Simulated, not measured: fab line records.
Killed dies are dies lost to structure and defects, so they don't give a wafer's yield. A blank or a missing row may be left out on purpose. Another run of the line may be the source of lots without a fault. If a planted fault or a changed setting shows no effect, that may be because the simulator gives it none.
Comparing a struck lot with a sound one ; flow rit-cmos ; 18 out of 202 route steps
Sound: wafers L875.1, L875.4, L875.5. Struck: wafers L871.2, L871.3, L871.5. Last of all comes the cause.
Order at every step that has rows: each side's tool, ch and its chambers, its first start. Under that, the readings that differ: sound wafers ; struck wafers ; difference of the means ; sigmas: that difference in standard deviations of wafers without a fault.
alike: readings with means less than 2 such deviations apart, plus words and numbers identical on both sides. not compared: withheld readings, readings lacking a value on some wafer, bounds such as >300 that could conceal the same value, and numbers that have no deviation in the record and whose values overlap.
A row with sigmas, a row that says differs or no value, or rows on one side alone: a step with any of these is where the two part. Non-overlapping numbers with no deviation appear without sigmas and do not part them. A reading that every wafer of one side lacks parts them only if that side has two wafers or more.

RIT_SDANNEAL_RS_MEAS_07: the measuring method here is four-point-probe.
  sound on film-metro-01 at day 5 15:12; struck on film-metro-01 at day 4 19:09
  alike: NLDD_RS
then, 1 step without rows for these wafers: RIT_SILICIDE_WET_ETCH_00 (etches SiO2 in BOE, target depth 14 nm, time 15 s).
RIT_SILICIDE_SPUTTER_01: material Ti, target thk 30 nm, time 240 s.
  sound on pvd-sputter-01 at day 5 15:20; struck on pvd-sputter-01 at day 4 19:16
  alike: cathode-dc-power-W, throttle-valve-pct
RIT_SILICIDE_RS_MEAS_02: the measuring method here is four-point-probe.
  sound on film-metro-04 at day 5 15:30; struck on film-metro-04 at day 4 19:28
  alike: SILICIDE_TI_RS
RIT_SILICIDE_THK_MEAS_03: measures by xrf.
  sound on film-metro-04 at day 5 15:37; struck on film-metro-04 at day 4 19:34
  alike: SILICIDE_TI_THK
RIT_SILICIDE_RTA_04: time 10 s, ramp up 5 s, ramp down 5 s.
  sound on rtp-anneal-02 ch 0, day 5 15:41; struck on rtp-anneal-02 ch 0, day 4 19:38
  alike: chamber-o2-ppm, wafer_temp_C_max
then, 1 step without rows for these wafers: RIT_SILICIDE_WET_ETCH_05 (etches Ti in SPM, time 120 s).
RIT_SILICIDE_RTA_06: time 10 s, ramp up 5 s, ramp down 10 s.
  sound on rtp-anneal-01 ch 0, day 5 15:47; struck on rtp-anneal-01 ch 0, day 4 19:44
reading;sound;struck;difference;sigmas
chamber-o2-ppm;1.981 1.975 1.974;2.028 2.017 2.039;+0.051;+2
  alike: wafer_temp_C_max
RIT_CONTACT_CVD_00: deposits SiO2 from TEOS, target thk 400 nm, time 61 s.
  sound on pecvd-04 ch 0,1, day 5 15:52; struck on pecvd-02 ch 0,1, day 4 19:48
  alike: heater-power-w, susceptor-temp-C
RIT_CONTACT_THK_MEAS_01:
  sound on film-metro-03 at day 5 15:55; struck on film-metro-03 at day 4 19:52
  alike: CONTACT_TEOS_THK
then, 2 steps without rows for these wafers: RIT_CONTACT_HMDS_02 (prime time 60 s); RIT_CONTACT_COAT_03 (resist thk 1000 nm).
RIT_CONTACT_SOFTBAKE_04: time 60 s.
  sound on litho-track-02 ch 0, day 5 16:16; struck on litho-track-03 ch 0, day 4 20:14
reading;sound;struck;difference;sigmas
heater-power-total-W (W);34.57 34.53 34.64;33.47 33.42 33.34;-1.17;-24
plate-temp-C (C);90.07 89.90 90.06;88.09 87.87 87.85;-2.07;-15
  alike: resist-line-temp-C
then, 2 steps without rows for these wafers: RIT_CONTACT_EXPOSE_05 (exposes mask M11, target cd 1000 nm); RIT_CONTACT_PEB_06.
RIT_CONTACT_DEVELOP_07: develop time 120 s.
  sound: litho-track-02 ch 0; struck: litho-track-03 ch 0
reading;sound;struck;difference;sigmas
model.NOVOLAK_of_CONTACT_COAT_03.thk-nm (nm);993.3 992.9 992.9;1003 1003 999.5;+9;
  alike: resist-line-temp-C
RIT_CONTACT_CD_MEAS_08: target cd 1000 nm.
  sound on cd-sem-01 at day 5 16:56; struck on cd-sem-02 at day 4 21:01
  alike: cd-nm
RIT_M1_PROBE_99:
  sound wafers here have rows in the record (prober-02, day 5 22:55); struck ones have none

== WHERE THEY PART ==
At RIT_SILICIDE_RTA_06 first; at RIT_M1_PROBE_99 last (within this record only).

WHY: what the simulator had put in
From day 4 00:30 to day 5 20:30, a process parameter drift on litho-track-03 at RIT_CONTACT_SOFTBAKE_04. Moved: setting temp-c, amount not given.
